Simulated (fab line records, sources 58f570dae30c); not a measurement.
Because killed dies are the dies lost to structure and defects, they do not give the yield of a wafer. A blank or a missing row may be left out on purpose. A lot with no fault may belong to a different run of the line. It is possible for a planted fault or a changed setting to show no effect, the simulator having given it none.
A lot that was struck, set against a sound lot ; flow berkeley cmos170 ; 14 steps out of a route of 331
Sound: these wafers, L968.1, L968.2, L968.5. Wafers struck: L967.2, L967.3, L967.5. At the end, the cause is stated.
At each step with rows: each side's tool, then ch and its chambers, then its first start. Under that, the readings that differ: sound wafers ; struck wafers ; difference of the means ; sigmas: that difference in standard deviations of wafers without a fault.
alike: a reading whose means differ by less than 2 such deviations, as well as words and numbers matching on both sides. not compared: withheld readings; readings where some wafer has no value; bounds like >300 that might hide an equal value; numbers whose values overlap and for which the record gives no deviation.
A row with sigmas, a row that says differs or no value, or rows on one side alone: a step with any of these is where the two part. Numbers that don't overlap but have no deviation are shown without sigmas and don't part them. A reading missing from all wafers of one side parts the sides only when that side holds two or more wafers.

first, 2 steps without rows for these wafers: UCB170_GATE_PEB_10; UCB170_GATE_DEVELOP_11 (develop time 45 s).
UCB170_GATE_CD_MEAS_12 targets a cd of 350 nm.
  sound on cd sem-02 at day 9 18:22; struck on cd sem-02 at day 9 18:09
  alike: cd nm
UCB170_GATE_OVL_MEAS_13:
  sound on overlay-01 at day 9 18:29; struck on overlay-02 at day 9 18:16
  alike: GATE_OVL
UCB170_GATE_ETCH_14: etches BARC in N2/H2.
  sound on rie diel-03 ch 0,1,2, day 9 18:32; struck on rie diel-04 ch 1,2, day 9 18:17
reading;sound;struck;difference;sigmas
throttle valve pct (%);13.60 13.51 13.63;13.12 13.21 13.11;-0.43;-2
  alike: drypump motor current A, oes product au
UCB170_GATE_ETCH_15: etches poly-Si in HBr/Cl2, stops on SiO2, time 56.3 s, target depth 278.2 nm.
  sound on rie si-01 ch 1,2, day 9 18:34; struck on rie si-02 ch 1,2,3, day 9 18:20
  alike: drypump motor current A, he backside leak sccm, oes product au, throttle valve pct
  not compared: rf hours counter h
UCB170_GATE_STRIP_16: strips in O2.
  sound on plasma asher-04 ch 0,1, day 9 18:37; struck on plasma asher-02 ch 0,1, day 9 18:23
  alike: drypump motor current A, oes product au
  not compared: rf hours counter h
UCB170_GATE_CD_MEAS_90 targets a cd of 350 nm.
  sound on cd sem-02 at day 9 18:51; struck on cd sem-02 at day 9 18:45
  alike: cd nm
then, 4 steps without rows for these wafers: UCB170_GATE_CLEAN_17 (cleans in SPM, time 600 s); UCB170_PLDD_HMDS_00 (prime time 60 s); UCB170_PLDD_COAT_01 (resist thk 900 nm); UCB170_PLDD_SOFTBAKE_02 (time 60 s).
UCB170_PLDD_EXPOSE_03: exposes mask PSELECT, target cd 1200 nm.
  struck on krf scanner-01, day 9 20:04; sound on krf scanner-01 ch 0, day 9 20:17
  no value came back on the struck wafers for exposure dose mJ cm2, focus offset nm (nm); on the sound wafers exposure dose mJ cm2 reads 30.01 30.04 30.02
  alike: mask
after that, 1 step had no rows for these wafers: UCB170_PLDD_PEB_04.

== WHERE THEY PART ==
At UCB170_GATE_ETCH_14 first; at UCB170_PLDD_EXPOSE_03 last (within this record only).

WHY: what had been put in by the simulator
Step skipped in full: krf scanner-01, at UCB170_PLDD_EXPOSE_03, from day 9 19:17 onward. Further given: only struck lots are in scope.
